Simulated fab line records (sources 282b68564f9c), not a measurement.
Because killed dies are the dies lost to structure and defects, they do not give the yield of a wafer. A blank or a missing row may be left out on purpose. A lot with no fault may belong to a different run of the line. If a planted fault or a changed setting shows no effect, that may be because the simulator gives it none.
A lot that was struck, set against a sound lot + flow ritCmos + 17 steps out of a route of 202
Sound: these wafers, L334.2, L334.3, L334.4. The struck wafers were L344.2, L344.4, L344.5. At the end, the cause is stated.
At each step with rows: each side's tool, then ch and its chambers, then its first start. Under that, the readings that differ: sound wafers + struck wafers + difference of the means + sigmas: that difference in standard deviations of wafers without a fault.
alike: a reading whose means differ by less than 2 such deviations, as well as words and numbers matching on both sides. not compared: withheld readings; readings where some wafer has no value; bounds like >300 that might hide an equal value; numbers whose values overlap and for which the record gives no deviation.
Wherever a step has rows on one side only, a row that says differs or no value, or a row with sigmas, the two part there. Numbers that have no deviation but don't overlap get no sigmas and don't part them. Lack of a reading on every wafer of one side parts them only where that side has two or more wafers.

first, 2 steps without rows for these wafers: RIT_NRETRO_HARDBAKE_07 (time 120 s); RIT_NRETRO_IMPLANT_08.
RIT_NRETRO_STRIP_09: strips in O2, time 180 s.
  sound on plasmaAsher-03 ch 0,1, day 5 04:38; struck on plasmaAsher-01 ch 0,1, day 6 17:05
  alike: drypumpMotorCurrentA
  not compared: rfHoursCounterH
RIT_NRETRO_TW_MEAS_10:
  sound on filmMetro-01 at day 5 04:49; struck on filmMetro-02 at day 6 17:16
| reading   | sound          | struck         | difference | sigmas |
|-----------|----------------|----------------|------------|--------|
| NRETRO_TW | 1071 1069 1074 | 1062 1055 1054 | -14        | -2     |
then, 6 steps without rows for these wafers: RIT_PRETRO_HMDS_00 (prime time 60 s); RIT_PRETRO_COAT_01 (resist thk 1300 nm); RIT_PRETRO_SOFTBAKE_02 (time 60 s); RIT_PRETRO_EXPOSE_03 (exposes mask M5, target cd 43700 nm); RIT_PRETRO_PEB_04; RIT_PRETRO_DEVELOP_05 (develop time 68 s).
RIT_PRETRO_OVL_MEAS_06:
  sound on overlay-01 at day 5 10:38; struck on overlay-01 at day 6 18:24
  alike: PRETRO_OVL
then, 1 step without rows for these wafers: RIT_PRETRO_HARDBAKE_07 (time 120 s).
RIT_PRETRO_IMPLANT_08:
  sound on implanter-02 ch 0, day 5 10:57; struck on implanter-02 ch 0, day 6 18:59
| reading          | sound                            | struck                        | difference | sigmas      |
|------------------|----------------------------------|-------------------------------|------------|-------------|
| doseIonsCm2      | 1.1974e+13 1.1992e+13 1.1986e+13 | 6.594e+12 6.586e+12 6.604e+12 | -5.389e+12 | -99 or more |
| faradayCurrentUA | 37.1 39.0 38.4                   | 20.9 20.1 21.7                | -17.3      | -23         |
RIT_PRETRO_STRIP_09: strips in O2, time 180 s.
  sound on plasmaAsher-03 ch 0,1, day 5 11:04; struck on plasmaAsher-03 ch 0, day 6 19:07
  alike: drypumpMotorCurrentA
  not compared: rfHoursCounterH
RIT_PRETRO_TW_MEAS_10:
  sound on filmMetro-04 at day 5 11:16; struck on filmMetro-04 at day 6 19:17
| reading   | sound       | struck      | difference | sigmas |
|-----------|-------------|-------------|------------|--------|
| PRETRO_TW | 474 475 473 | 390 391 395 | -82        | -23    |
then, 1 step without rows for these wafers: RIT_GATE_WET_ETCH_00 (etches SiO2 in BOE, target depth 56 nm, time 60 s).
RIT_M1_PROBE_99:
  sound on prober-02 at day 6 17:29; struck on prober-02 at day 8 00:53
| reading                               | sound                | struck               | difference | sigmas |
|---------------------------------------|----------------------|----------------------|------------|--------|
| model.etest.nmos_0p3.rOnOhmUm         | 2126 2117 2100       | 1977 1962 1970       | -145       |        |
| model.etest.nmos_0p15.rOnOhmUm        | 1085 1102 1091       | 1071 1058 1054       | -32        |        |
| model.etest.nmosTurned.driveUaUm      | 336.9 338 338.5      | 402.2 390.7 401.2    | +60.2      |        |
| model.etest.nmos_0p15.driveUaUm       | 493.2 481.4 486.1    | 533.5 520.4 533.7    | +42.3      |        |
| model.etest.nmos_0p3.driveUaUm        | 232.9 231.5 232.9    | 269.5 267.5 266.5    | +35.4      |        |
| model.etest.nmosNarrow.driveUaUm      | 235.8 235 237.8      | 261.2 263 264.8      | +26.8      |        |
| model.etest.nmos_0p15.offLog10AUm     | -9.445 -9.89 -9.804  | -8.605 -8.846 -8.457 | +1.077     |        |
| model.etest.retroEdgeNmos.offLog10AUm | -9.395 -9.762 -9.574 | -8.342 -8.71 -8.4    | +1.093     |        |
  alike: killedAtContacts, killedAtFrontEnd, killedDies, killedOnRim, killedOpen, killedShort

## WHERE THEY PART
At RIT_NRETRO_TW_MEAS_10 first; at RIT_PRETRO_TW_MEAS_10 last (within this record only). Later steps at which nothing parts them and some readings are alike: RIT_M1_PROBE_99.

WHY: what the simulator had put in
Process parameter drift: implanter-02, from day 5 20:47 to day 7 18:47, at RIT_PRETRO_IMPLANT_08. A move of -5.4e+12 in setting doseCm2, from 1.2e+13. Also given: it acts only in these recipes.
